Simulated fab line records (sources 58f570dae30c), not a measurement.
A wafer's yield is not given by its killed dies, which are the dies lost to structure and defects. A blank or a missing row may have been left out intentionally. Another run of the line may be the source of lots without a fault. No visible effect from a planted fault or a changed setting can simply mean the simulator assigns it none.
Which tool is to blame? | flow berkeleyCmos170 | Sampling: 15 lots, 45 wafers, 6 of 331 route steps

## WHAT THE GAUGES SHOWED, per wafer
UCB170_V2_THK_MEAS_01. Usual: V2_TEOS_THK 2007 nm, standard deviation 22.
lot  | measured     | on           | V2_TEOS_THK (nm) | flag
L638 | day 8 19:59  | filmMetro-02 | 2042 2036 2019   | 
L639 | day 8 20:21  | filmMetro-02 | 1957 1982 2011   | 
L641 | day 9 08:20  | filmMetro-03 | 1986 1975 1996   | 
L640 | day 9 08:57  | filmMetro-01 | 1984 1980 2030   | 
L644 | day 9 18:52  | filmMetro-02 | 2010 2055 2044   | 
L645 | day 9 19:47  | filmMetro-02 | 2001 2016 2004   | 
L650 | day 11 06:02 | filmMetro-02 | 1993 2021 2017   | 
L651 | day 11 06:17 | filmMetro-03 | 2004 2000 2051   | 
L652 | day 12 01:27 | filmMetro-02 | 1994 1965 2018   | 
L654 | day 12 03:10 | filmMetro-01 | 2011 2013 2003   | 
L656 | day 12 12:11 | filmMetro-01 | 1985 2023 2020   | 
L655 | day 12 13:25 | filmMetro-01 | 1993 1996 2016   | 
L658 | day 12 22:37 | filmMetro-03 | 1996 1985 2010   | 
L659 | day 13 00:13 | filmMetro-01 | 1984 1985 2040   | 
L660 | day 13 01:29 | filmMetro-03 | 2017 2022 2052   | 

UCB170_M3_CD_MEAS_15 targets a cd of 700 nm. Usual: 699.8 nm for cdNm, sd 1.4.
lot  | measured     | on       | cdNm (nm)         | flag
L638 | day 9 02:06  | cdSem-01 | 698.9 698.9 699.0 | 
L639 | day 9 02:25  | cdSem-01 | 700.9 701.3 701.6 | 
L641 | day 9 15:23  | cdSem-01 | 701.1 700.5 701.1 | 
L640 | day 9 16:04  | cdSem-02 | 700.1 700.5 699.4 | 
L644 | day 9 23:16  | cdSem-01 | 698.3 697.6 698.4 | 
L645 | day 10 00:14 | cdSem-01 | 697.3 698.3 698.7 | 
L650 | day 11 12:29 | cdSem-01 | 697.8 699.3 698.9 | 
L651 | day 11 12:44 | cdSem-01 | 699.4 700.0 699.7 | 
L652 | day 12 05:50 | cdSem-02 | 700.3 699.6 699.5 | 
L654 | day 12 07:22 | cdSem-02 | 697.1 699.1 698.4 | 
L656 | day 12 17:26 | cdSem-02 | 699.1 700.5 700.4 | 
L655 | day 12 19:08 | cdSem-01 | 698.4 699.4 698.1 | 
L658 | day 13 02:56 | cdSem-01 | 698.5 699.7 699.2 | 
L659 | day 13 04:45 | cdSem-01 | 699.2 699.5 700.3 | 
L660 | day 13 05:37 | cdSem-02 | 702.9 700.0 701.0 | 

UCB170_M3_CD_MEAS_90 targets a cd of 700 nm. Usual: 700.1 nm for cdNm, sd 2.5.
lot  | measured     | on       | cdNm (nm)         | flag
L638 | day 9 02:47  | cdSem-02 | 702.0 700.9 702.7 | 
L639 | day 9 02:55  | cdSem-01 | 697.0 701.7 702.2 | 
L641 | day 9 15:53  | cdSem-01 | 704.1 704.1 707.0 | 
L640 | day 9 16:33  | cdSem-01 | - - -             | OFF
L644 | day 9 23:45  | cdSem-01 | - - -             | OFF
L645 | day 10 00:44 | cdSem-02 | - - -             | OFF
L650 | day 11 12:59 | cdSem-01 | 695.5 697.6 698.4 | 
L651 | day 11 13:13 | cdSem-02 | 700.0 701.6 700.3 | 
L652 | day 12 06:19 | cdSem-02 | 698.7 700.3 699.6 | 
L654 | day 12 07:51 | cdSem-02 | 699.9 700.3 699.1 | 
L656 | day 12 17:56 | cdSem-01 | 699.4 701.5 701.3 | 
L655 | day 12 19:48 | cdSem-01 | 697.6 698.3 696.1 | 
L658 | day 13 03:37 | cdSem-01 | 696.8 699.3 697.4 | 
L659 | day 13 05:14 | cdSem-02 | 699.5 697.3 700.1 | 
L660 | day 13 06:17 | cdSem-02 | 701.5 699.2 702.7 | 

## TOOL THAT RAN EACH LOT (tool first, then ch and the chambers of the sampled wafers, then the start)
lot  | UCB170_M2_STRIP_19                  | UCB170_M3_METAL_ETCH_18          | UCB170_M3_STRIP_19
L638 | plasmaAsher-01 ch 0,1, day 8 19:32  | rieMetal-02 ch 0, day 9 02:21    | plasmaAsher-01 ch 0,1, day 9 02:40
L639 | plasmaAsher-02 ch 0,1, day 8 19:59  | rieMetal-01 ch 0,1, day 9 02:37  | plasmaAsher-03 ch 1, day 9 02:49
L641 | plasmaAsher-01 ch 0,1, day 9 07:58  | rieMetal-03 ch 0,1, day 9 15:35  | plasmaAsher-04 ch 0,1, day 9 15:47
L640 | plasmaAsher-02 ch 0,1, day 9 08:34  | rieMetal-01 ch 0,1, day 9 16:15  | plasmaAsher-04 ch 0,1, day 9 16:26
L644 | plasmaAsher-02 ch 0,1, day 9 18:30  | rieMetal-02 ch 0,1, day 9 23:29  | plasmaAsher-03 ch 0,1, day 9 23:38
L645 | plasmaAsher-01 ch 0,1, day 9 19:19  | rieMetal-03 ch 0,1, day 10 00:26 | plasmaAsher-04 ch 0,1, day 10 00:38
L650 | plasmaAsher-02 ch 0,1, day 11 05:40 | rieMetal-01 ch 0,1, day 11 12:43 | plasmaAsher-01 ch 0,1, day 11 12:52
L651 | plasmaAsher-02 ch 0,1, day 11 05:55 | rieMetal-02 ch 0, day 11 12:56   | plasmaAsher-04 ch 1, day 11 13:07
L652 | plasmaAsher-01 ch 0,1, day 12 01:04 | rieMetal-03 ch 0,1, day 12 06:02 | plasmaAsher-04 ch 0,1, day 12 06:13
L654 | plasmaAsher-02 ch 0,1, day 12 02:43 | rieMetal-01 ch 0,1, day 12 07:34 | plasmaAsher-03 ch 0,1, day 12 07:43
L656 | plasmaAsher-03 ch 0,1, day 12 11:43 | rieMetal-03 ch 0,1, day 12 17:38 | plasmaAsher-04 ch 0,1, day 12 17:50
L655 | plasmaAsher-03 ch 0,1, day 12 13:02 | rieMetal-02 ch 1, day 12 19:20   | plasmaAsher-01 ch 0,1, day 12 19:42
L658 | plasmaAsher-02 ch 0,1, day 12 22:15 | rieMetal-02 ch 1, day 13 03:08   | plasmaAsher-01 ch 0,1, day 13 03:31
L659 | plasmaAsher-03 ch 0,1, day 12 23:50 | rieMetal-03 ch 0,1, day 13 04:56 | plasmaAsher-03 ch 1, day 13 05:07
L660 | plasmaAsher-01 ch 0,1, day 13 01:08 | rieMetal-02 ch 1, day 13 05:54   | plasmaAsher-03 ch 0,1, day 13 06:11
- UCB170_M2_STRIP_19: strips in O2.
- UCB170_M3_METAL_ETCH_18: etches Al in Cl2/BCl3, stops on SiO2, target depth 1170 nm, time 195 s.
- UCB170_M3_STRIP_19: strips in O2.

## AS READ BY THE TOOLS THEMSELVES (means over the sampled wafers that have a number; for cases with no such wafer, the mark the record gives instead)
UCB170_M2_STRIP_19. Usual: drypumpMotorCurrentA 5.6 A, standard deviation 0.71; oesProductAu 0.531 a.u., standard deviation 0.0099.
lot  | tool           | drypumpMotorCurrentA (A) | oesProductAu (a.u.) | flag
L638 | plasmaAsher-01 | 6.1                      | 0.529               | 
L639 | plasmaAsher-02 | 6.4                      | 0.533               | 
L641 | plasmaAsher-01 | 6.1                      | 0.532               | 
L640 | plasmaAsher-02 | 6.4                      | 0.522               | 
L644 | plasmaAsher-02 | 6.1                      | 0.533               | 
L645 | plasmaAsher-01 | 6.1                      | 0.542               | 
L650 | plasmaAsher-02 | 6.1                      | 0.527               | 
L651 | plasmaAsher-02 | 6.4                      | 0.531               | 
L652 | plasmaAsher-01 | 6.1                      | 0.535               | 
L654 | plasmaAsher-02 | 6.1                      | 0.538               | 
L656 | plasmaAsher-03 | 4.8                      | 0.545               | 
L655 | plasmaAsher-03 | 4.8                      | 0.533               | 
L658 | plasmaAsher-02 | 6.1                      | 0.529               | 
L659 | plasmaAsher-03 | 4.8                      | 0.521               | 
L660 | plasmaAsher-01 | 6.1                      | 0.519               | 

UCB170_M3_METAL_ETCH_18. Usual: bcl3FlowSccm 44.97 sccm, standard deviation 0.14; biasW 120.0 W, standard deviation 0.33; drypumpMotorCurrentA 5.7 A, standard deviation 0.32; oesProductAu 0.862 a.u., standard deviation 0.018; throttleValvePct 24.23 %, standard deviation 0.18.
lot  | tool        | bcl3FlowSccm (sccm) | biasW (W) | drypumpMotorCurrentA (A) | oesProductAu (a.u.) | throttleValvePct (%) | flag
L638 | rieMetal-02 | 44.84               | 120.4     | 5.4                      | 0.879               | 24.27                | 
L639 | rieMetal-01 | 44.83               | 120.0     | 5.9                      | 0.864               | 24.20                | 
L641 | rieMetal-03 | 45.03               | 119.7     | 5.6                      | 0.849               | 24.08                | 
L640 | rieMetal-01 | -                   | -         | -                        | -                   | -                    | OFF
L644 | rieMetal-02 | -                   | -         | -                        | -                   | -                    | OFF
L645 | rieMetal-03 | -                   | -         | -                        | -                   | -                    | OFF
L650 | rieMetal-01 | 45.10               | 120.1     | 5.9                      | 0.844               | 24.14                | 
L651 | rieMetal-02 | 45.04               | 120.0     | 5.4                      | 0.880               | 24.26                | 
L652 | rieMetal-03 | 45.08               | 120.1     | 5.5                      | 0.850               | 24.07                | 
L654 | rieMetal-01 | 44.95               | 119.8     | 5.9                      | 0.862               | 24.22                | 
L656 | rieMetal-03 | 45.04               | 120.0     | 5.6                      | 0.855               | 24.09                | 
L655 | rieMetal-02 | 44.82               | 120.0     | 6.1                      | 0.882               | 24.52                | 
L658 | rieMetal-02 | 44.92               | 120.3     | 6.1                      | 0.869               | 24.51                | 
L659 | rieMetal-03 | 44.71               | 120.2     | 5.5                      | 0.854               | 24.07                | 
L660 | rieMetal-02 | 44.94               | 120.4     | 6.2                      | 0.883               | 24.52                | 

UCB170_M3_STRIP_19. Usual: drypumpMotorCurrentA 5.3 A, standard deviation 0.55; oesProductAu 0.544 a.u., standard deviation 0.0097.
lot  | tool           | drypumpMotorCurrentA (A) | oesProductAu (a.u.) | flag
L638 | plasmaAsher-01 | 6.1                      | 0.546               | 
L639 | plasmaAsher-03 | 4.7                      | 0.539               | 
L641 | plasmaAsher-04 | 5.1                      | 0.554               | 
L640 | plasmaAsher-04 | 5.1                      | 0.727               | OFF
L644 | plasmaAsher-03 | 4.8                      | 0.723               | OFF
L645 | plasmaAsher-04 | 5.2                      | 0.727               | OFF
L650 | plasmaAsher-01 | 6.1                      | 0.529               | 
L651 | plasmaAsher-04 | 5.0                      | 0.539               | 
L652 | plasmaAsher-04 | 5.2                      | 0.546               | 
L654 | plasmaAsher-03 | 4.8                      | 0.532               | 
L656 | plasmaAsher-04 | 5.1                      | 0.545               | 
L655 | plasmaAsher-01 | 6.1                      | 0.563               | 
L658 | plasmaAsher-01 | 6.1                      | 0.558               | 
L659 | plasmaAsher-03 | 4.8                      | 0.543               | 
L660 | plasmaAsher-03 | 4.8                      | 0.551               | 

## THE ANSWER, worked out from the rows above alone
Rule: lot off if the mean of its wafers having a number is beyond 3 standard deviations from the usual mean. Also off: a lot with no number at a reading for which 4 or more lots have one. Where the step has rows for the other lots, those lots are counted as sound. Order of review: gauges by route order, followed by the tools' own readings, for which a lot's mean as printed above is used. The first step at which some lot is off is used, and at that step the reading that is off furthest; a lot without a number counts as furthest.
Off, at UCB170_M3_CD_MEAS_90 on cdNm: L640, L644, L645. Without a number there: L640, L644, L645.
A tool fits if, at a process step before that reading, it ran every lot that is off, and no sound lot after the first of them. Not tried: the gauges at UCB170_M3_CD_MEAS_90; whatever is off there is also off at UCB170_M3_METAL_ETCH_18, on other tools, and gauge error can't account for it. Not one of the candidates tried fits.

## WHAT WAS PUT IN BY THE SIMULATOR
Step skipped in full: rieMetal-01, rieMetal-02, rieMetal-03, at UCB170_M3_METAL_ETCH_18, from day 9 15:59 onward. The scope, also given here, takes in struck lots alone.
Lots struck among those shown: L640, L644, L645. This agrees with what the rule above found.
